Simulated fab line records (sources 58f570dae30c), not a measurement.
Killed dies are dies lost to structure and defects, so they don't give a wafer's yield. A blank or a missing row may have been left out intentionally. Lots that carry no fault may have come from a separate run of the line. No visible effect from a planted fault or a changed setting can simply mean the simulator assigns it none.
Split-lot study	flow berkeley cmos170	23 wafers read across 5 lots, on a route 331 steps long

== THE SPLIT ITSELF ==
At UCB170_START_OXIDATION_02 (target thk 20 nm, ox time 1800 s), the setting ox time s was moved away from the recipe's 1800 s on 20 of the 23 wafers read, by -8.8% to +10.1%. For the rest of the wafers, this setting stayed at what the recipe calls for.

The reading comes from the split's own step.

== THE READING ==
SiO2_of_START_OXIDATION_02.thk nm (the simulator's own value, which no gauge read), in nm, at UCB170_START_OXIDATION_02 (target thk 20 nm, ox time 1800 s). There is no usual value for it anywhere in the file. Here, 3 wafers ran the recipe; their average is 19.54 nm with a standard deviation of 0.057 nm.

wafer	tool, chamber at the split	ox time s as run, s	against the recipe	SiO2_of_START_OXIDATION_02.thk nm, nm	against lot-mates on the recipe
L076.1	-, -	1982	+10.1%	21.25	no lot-mate on the recipe
L076.2	-, -	1982	+10.1%	21.49	no lot-mate on the recipe
L076.3	-, -	1982	+10.1%	21.5	no lot-mate on the recipe
L076.5	-, -	1982	+10.1%	21.71	no lot-mate on the recipe
L076.6	-, -	1982	+10.1%	21.36	no lot-mate on the recipe
L080.1	-, -	1706	-5.2%	19.88	no lot-mate on the recipe
L080.2	-, -	1706	-5.2%	19.85	no lot-mate on the recipe
L080.3	-, -	1706	-5.2%	19.53	no lot-mate on the recipe
L080.4	-, -	1706	-5.2%	20.33	no lot-mate on the recipe
L080.6	-, -	1706	-5.2%	20.27	no lot-mate on the recipe
L081.2	-, -	1909	+6.1%	21.52	no lot-mate on the recipe
L081.3	-, -	1909	+6.1%	21.44	no lot-mate on the recipe
L081.4	-, -	1909	+6.1%	21.37	no lot-mate on the recipe
L081.5	-, -	1909	+6.1%	21.66	no lot-mate on the recipe
L081.6	-, -	1909	+6.1%	21.08	no lot-mate on the recipe
L082.1	furnace-02, 0	1800	recipe	19.47	-
L082.4	furnace-02, 0	1800	recipe	19.61	-
L082.6	furnace-02, 0	1800	recipe	19.54	-
L083.1	-, -	1642	-8.8%	19.14	no lot-mate on the recipe
L083.2	-, -	1642	-8.8%	19.49	no lot-mate on the recipe
L083.4	-, -	1642	-8.8%	19.24	no lot-mate on the recipe
L083.5	-, -	1642	-8.8%	19.88	no lot-mate on the recipe
L083.6	-, -	1642	-8.8%	19.37	no lot-mate on the recipe

THE FIT
A straight line over all 23 wafers: SiO2_of_START_OXIDATION_02.thk nm changes by +0.114 nm for each +1% of ox time s; r = +0.89; the points scatter about the line by 0.44 nm.
Too few moved wafers have a lot-mate on the recipe to fit a line with each lot's own level taken away.

== FILE'S OWN FIT ==
SiO2_of_START_OXIDATION_02.thk nm changes by +0.114 nm for each +1% of ox time s, r = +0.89.
